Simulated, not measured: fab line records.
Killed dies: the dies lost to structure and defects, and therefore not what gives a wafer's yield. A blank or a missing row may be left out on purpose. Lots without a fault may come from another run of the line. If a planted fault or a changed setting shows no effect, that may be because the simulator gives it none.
Split-lot trial || flow berkeley-cmos170 || 23 wafers read across 5 lots, on a route 331 steps long

ON THE SPLIT
At UCB170_SCREENOX_OXIDATION_01 (target thk 14.4 nm, ox time 2400 s), the setting temp-c was moved away from the recipe's 900 C on 20 of the 23 wafers read, by -2.7% to +2.9%. For the rest of the wafers, this setting stayed at what the recipe calls for.

No step appears in the file between the split and the reading.

THE READING
SCREENOX_OXIDE_THK, in nm, at UCB170_SCREENOX_THK_MEAS_02. On this fab line, fault-free wafers typically give 14.5 nm with a standard deviation of 0.32 nm.

{"wafer": "L074.1", "tool, chamber at the split": "-, -", "temp-c as run, C": 891.5, "against the recipe": "-0.9%", "SCREENOX_OXIDE_THK, nm": 13.3, "against lot-mates on the recipe": "no lot-mate on the recipe"}
{"wafer": "L074.2", "tool, chamber at the split": "-, -", "temp-c as run, C": 891.5, "against the recipe": "-0.9%", "SCREENOX_OXIDE_THK, nm": 13.3, "against lot-mates on the recipe": "no lot-mate on the recipe"}
{"wafer": "L074.3", "tool, chamber at the split": "-, -", "temp-c as run, C": 891.5, "against the recipe": "-0.9%", "SCREENOX_OXIDE_THK, nm": 13.4, "against lot-mates on the recipe": "no lot-mate on the recipe"}
{"wafer": "L074.4", "tool, chamber at the split": "-, -", "temp-c as run, C": 891.5, "against the recipe": "-0.9%", "SCREENOX_OXIDE_THK, nm": 13.3, "against lot-mates on the recipe": "no lot-mate on the recipe"}
{"wafer": "L074.6", "tool, chamber at the split": "-, -", "temp-c as run, C": 891.5, "against the recipe": "-0.9%", "SCREENOX_OXIDE_THK, nm": 13.4, "against lot-mates on the recipe": "no lot-mate on the recipe"}
{"wafer": "L077.2", "tool, chamber at the split": "furnace-04, 0", "temp-c as run, C": 900, "against the recipe": "recipe", "SCREENOX_OXIDE_THK, nm": 14.3, "against lot-mates on the recipe": "-"}
{"wafer": "L077.4", "tool, chamber at the split": "furnace-04, 0", "temp-c as run, C": 900, "against the recipe": "recipe", "SCREENOX_OXIDE_THK, nm": 14.3, "against lot-mates on the recipe": "-"}
{"wafer": "L077.6", "tool, chamber at the split": "furnace-04, 0", "temp-c as run, C": 900, "against the recipe": "recipe", "SCREENOX_OXIDE_THK, nm": 14.2, "against lot-mates on the recipe": "-"}
{"wafer": "L078.1", "tool, chamber at the split": "-, -", "temp-c as run, C": 925.8, "against the recipe": "+2.9%", "SCREENOX_OXIDE_THK, nm": 18.8, "against lot-mates on the recipe": "no lot-mate on the recipe"}
{"wafer": "L078.2", "tool, chamber at the split": "-, -", "temp-c as run, C": 925.8, "against the recipe": "+2.9%", "SCREENOX_OXIDE_THK, nm": 19.0, "against lot-mates on the recipe": "no lot-mate on the recipe"}
{"wafer": "L078.4", "tool, chamber at the split": "-, -", "temp-c as run, C": 925.8, "against the recipe": "+2.9%", "SCREENOX_OXIDE_THK, nm": 19.1, "against lot-mates on the recipe": "no lot-mate on the recipe"}
{"wafer": "L078.5", "tool, chamber at the split": "-, -", "temp-c as run, C": 925.8, "against the recipe": "+2.9%", "SCREENOX_OXIDE_THK, nm": 19.0, "against lot-mates on the recipe": "no lot-mate on the recipe"}
{"wafer": "L078.6", "tool, chamber at the split": "-, -", "temp-c as run, C": 925.8, "against the recipe": "+2.9%", "SCREENOX_OXIDE_THK, nm": 19.0, "against lot-mates on the recipe": "no lot-mate on the recipe"}
{"wafer": "L082.1", "tool, chamber at the split": "-, -", "temp-c as run, C": 914.4, "against the recipe": "+1.6%", "SCREENOX_OXIDE_THK, nm": 17.1, "against lot-mates on the recipe": "no lot-mate on the recipe"}
{"wafer": "L082.2", "tool, chamber at the split": "-, -", "temp-c as run, C": 914.4, "against the recipe": "+1.6%", "SCREENOX_OXIDE_THK, nm": 17.2, "against lot-mates on the recipe": "no lot-mate on the recipe"}
{"wafer": "L082.4", "tool, chamber at the split": "-, -", "temp-c as run, C": 914.4, "against the recipe": "+1.6%", "SCREENOX_OXIDE_THK, nm": 17.2, "against lot-mates on the recipe": "no lot-mate on the recipe"}
{"wafer": "L082.5", "tool, chamber at the split": "-, -", "temp-c as run, C": 914.4, "against the recipe": "+1.6%", "SCREENOX_OXIDE_THK, nm": 17.5, "against lot-mates on the recipe": "no lot-mate on the recipe"}
{"wafer": "L082.6", "tool, chamber at the split": "-, -", "temp-c as run, C": 914.4, "against the recipe": "+1.6%", "SCREENOX_OXIDE_THK, nm": 17.2, "against lot-mates on the recipe": "no lot-mate on the recipe"}
{"wafer": "L083.1", "tool, chamber at the split": "-, -", "temp-c as run, C": 875.3, "against the recipe": "-2.7%", "SCREENOX_OXIDE_THK, nm": 10.7, "against lot-mates on the recipe": "no lot-mate on the recipe"}
{"wafer": "L083.2", "tool, chamber at the split": "-, -", "temp-c as run, C": 875.3, "against the recipe": "-2.7%", "SCREENOX_OXIDE_THK, nm": 11.1, "against lot-mates on the recipe": "no lot-mate on the recipe"}
{"wafer": "L083.4", "tool, chamber at the split": "-, -", "temp-c as run, C": 875.3, "against the recipe": "-2.7%", "SCREENOX_OXIDE_THK, nm": 10.9, "against lot-mates on the recipe": "no lot-mate on the recipe"}
{"wafer": "L083.5", "tool, chamber at the split": "-, -", "temp-c as run, C": 875.3, "against the recipe": "-2.7%", "SCREENOX_OXIDE_THK, nm": 10.9, "against lot-mates on the recipe": "no lot-mate on the recipe"}
{"wafer": "L083.6", "tool, chamber at the split": "-, -", "temp-c as run, C": 875.3, "against the recipe": "-2.7%", "SCREENOX_OXIDE_THK, nm": 11.0, "against lot-mates on the recipe": "no lot-mate on the recipe"}

THE FIT
A straight line over all 23 wafers: SCREENOX_OXIDE_THK changes by +1.46 nm for each +1% of temp-c; r = +1.00; the points scatter about the line by 0.24 nm.
Too few moved wafers have a lot-mate on the recipe to fit a line with each lot's own level taken away.

THE WHOLE CHAIN: every reading that the file lists as answering this split, in the file's order
{"step": "UCB170_SCREENOX_OXIDATION_01", "what it does": "target thk 14.4 nm, ox time 2400 s", "reading": "SiO2_of_SCREENOX_OXIDATION_01.thk-nm (the simulator's own value, which no gauge read)", "change (the file's fit)": "+1.46 nm for each +1% of the setting", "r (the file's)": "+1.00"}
{"step": "UCB170_SCREENOX_THK_MEAS_02", "what it does": "", "reading": "SCREENOX_OXIDE_THK", "change (the file's fit)": "+1.46 for each +1% of the setting", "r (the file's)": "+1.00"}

FILE'S OWN FIT
SCREENOX_OXIDE_THK changes by +1.46 nm for each +1% of temp-c, r = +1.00.
